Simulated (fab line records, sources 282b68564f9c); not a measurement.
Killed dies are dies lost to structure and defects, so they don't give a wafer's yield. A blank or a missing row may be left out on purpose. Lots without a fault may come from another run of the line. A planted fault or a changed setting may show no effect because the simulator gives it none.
Which tool did it? | flow rit_cmos | 14 lots, 42 wafers sampled, at 3 steps of a route of 202

WHAT THE GAUGES READ, wafer by wafer
RIT_NLDD_TW_MEAS_10.
lot  | measured    | on            | NLDD_TW
L316 | day 3 04:47 | film_metro-01 | 2496 2504 2509
L317 | day 3 08:44 | film_metro-01 | 2507 2507 2500
L318 | day 3 12:59 | film_metro-02 | 2449 2438 2446
L319 | day 3 18:05 | film_metro-01 | 2502 2503 2497
L320 | day 4 01:41 | film_metro-04 | 2490 2483 2478
L321 | day 4 05:18 | film_metro-02 | 2457 2441 2459
L322 | day 4 10:07 | film_metro-04 | 2482 2485 2484
L324 | day 4 17:22 | film_metro-01 | 2915 2910 2903
L325 | day 4 23:09 | film_metro-01 | 2899 2916 2915
L328 | day 5 13:21 | film_metro-02 | 2447 2458 2453
L334 | day 6 21:22 | film_metro-02 | 2466 2455 2449
L336 | day 7 19:17 | film_metro-01 | 2494 2481 2491
L338 | day 7 19:23 | film_metro-02 | 2439 2442 2439
L339 | day 8 04:22 | film_metro-01 | 2488 2502 2488

RIT_SDANNEAL_RS_MEAS_07: measures by four-point-probe.
lot  | measured    | on            | NLDD_RS (ohm/sq)
L316 | day 3 12:24 | film_metro-02 | 152.0 152.3 151.1
L317 | day 3 16:43 | film_metro-02 | 151.6 151.2 151.6
L318 | day 3 21:03 | film_metro-01 | 151.7 152.3 152.2
L319 | day 4 02:06 | film_metro-01 | 151.2 151.7 151.4
L320 | day 4 09:37 | film_metro-04 | 151.8 152.2 152.5
L321 | day 4 13:53 | film_metro-02 | 151.4 151.9 151.7
L322 | day 4 18:16 | film_metro-01 | 152.4 151.7 152.0
L324 | day 5 01:46 | film_metro-04 | 92.0 91.6 92.1
L325 | day 5 07:33 | film_metro-02 | 92.1 92.1 92.1
L328 | day 5 21:14 | film_metro-02 | 150.7 151.4 151.4
L334 | day 7 08:03 | film_metro-02 | 151.0 150.9 151.3
L336 | day 8 04:29 | film_metro-02 | 152.0 152.0 151.7
L338 | day 8 04:55 | film_metro-04 | 151.3 151.1 151.0
L339 | day 8 12:11 | film_metro-01 | 151.5 151.8 152.1

WHICH TOOL RAN EACH LOT (tool, then ch and the chambers of the sampled wafers, then the start)
lot  | RIT_NLDD_IMPLANT_08
L316 | implanter-03 ch 0, day 3 04:29
L317 | implanter-04 ch 0, day 3 08:25
L318 | implanter-01 ch 0, day 3 12:40
L319 | implanter-01 ch 0, day 3 17:47
L320 | implanter-04 ch 0, day 4 01:21
L321 | implanter-01 ch 0, day 4 04:59
L322 | implanter-01 ch 0, day 4 09:47
L324 | implanter-01 ch 0, day 4 17:03
L325 | implanter-01 ch 0, day 4 22:52
L328 | implanter-03 ch 0, day 5 13:02
L334 | implanter-03 ch 0, day 6 21:02
L336 | implanter-03 ch 0, day 7 18:58
L338 | implanter-04 ch 0, day 7 19:06
L339 | implanter-03 ch 0, day 8 04:04
- RIT_NLDD_IMPLANT_08

WHAT THE TOOLS THEMSELVES READ (means of the sampled wafers that have a number; where no wafer has one, the mark that the record gives instead)
RIT_NLDD_IMPLANT_08.
lot  | tool         | beam_energy_keV | dose_ions_cm2 | end_station_pressure_torr (Torr) | faraday_current_uA
L316 | implanter-03 | 20.004          | 4.997e+14     | 6.2e-06                          | 1601
L317 | implanter-04 | 20.004          | 5.006e+14     | 6.5e-06                          | 1563
L318 | implanter-01 | 20.004          | 5.007e+14     | 6.2e-06                          | 1560
L319 | implanter-01 | 19.997          | 4.995e+14     | 6.0e-06                          | 1597
L320 | implanter-04 | 20.001          | 4.999e+14     | 6.2e-06                          | 1533
L321 | implanter-01 | 20.005          | 5.001e+14     | 6.0e-06                          | 1574
L322 | implanter-01 | 19.999          | 5.006e+14     | 6.3e-06                          | 1594
L324 | implanter-01 | 20.000          | 9.261e+14     | 7.0e-06                          | 2888
L325 | implanter-01 | 20.000          | 9.258e+14     | 7.3e-06                          | 2874
L328 | implanter-03 | 19.995          | 4.997e+14     | 6.2e-06                          | 1570
L334 | implanter-03 | 20.004          | 5.003e+14     | 6.5e-06                          | 1568
L336 | implanter-03 | 19.990          | 5.005e+14     | 6.0e-06                          | 1573
L338 | implanter-04 | 19.996          | 4.998e+14     | 6.3e-06                          | 1568
L339 | implanter-03 | 19.994          | 5.003e+14     | 6.3e-06                          | 1530

THE ANSWER, worked out from the rows above alone
Rule: what is usual is taken from the lots themselves. Put in order of their means at a reading, lots are off if they are a third of the lots or fewer, leave a main group of 4 or more, and stand apart from it by a gap of 3 or more times the standard deviation of the main group's means; of several such gaps the widest counts. A main group whose means are all the same, to the digits that the tables above print for the reading, isn't used. A lot without any number at a reading at which 4 lots or more have one is off too. The other lots that the step has rows for count as sound. The gauges are gone through in route order, then the tools' own readings, and for those a lot's mean is taken as printed above. The first step at which some lot is off is used, and at that step the reading that is off furthest; a lot without a number counts as furthest.
Off: L324, L325, at RIT_NLDD_TW_MEAS_10 (NLDD_TW). The main group: mean 2475, standard deviation 23.
A tool fits if, at a process step before that reading, it ran every lot that is off, and no sound lot after the first of them. The gauges at RIT_NLDD_TW_MEAS_10 aren't tried: what is off there is off at RIT_SDANNEAL_RS_MEAS_07 too, on other tools, and a gauge's error can't cause that. One fits: implanter-01 at RIT_NLDD_IMPLANT_08. Its last sound lot is L322 (day 4 09:47), its first lot that is off L324 (day 4 17:03): a fault that began between those two fits.
The tool's own readings at RIT_NLDD_IMPLANT_08 bear it out: on the lots that are off they differ by more than 5 times the standard deviation of the sound lots' means. dose_ions_cm2 reads 9.260e+14 there against 5.001e+14 on the sound lots; end_station_pressure_torr reads 7.2e-06 Torr there against 6.2e-06 Torr on the sound lots; faraday_current_uA reads 2881 there against 1569 on the sound lots.

WHAT THE SIMULATOR HAD PUT IN
Process parameter drift: implanter-01, from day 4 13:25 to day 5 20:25, at RIT_NLDD_IMPLANT_08. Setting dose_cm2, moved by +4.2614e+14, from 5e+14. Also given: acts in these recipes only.
Lots struck among those shown: L324, L325. The rule above found the same.
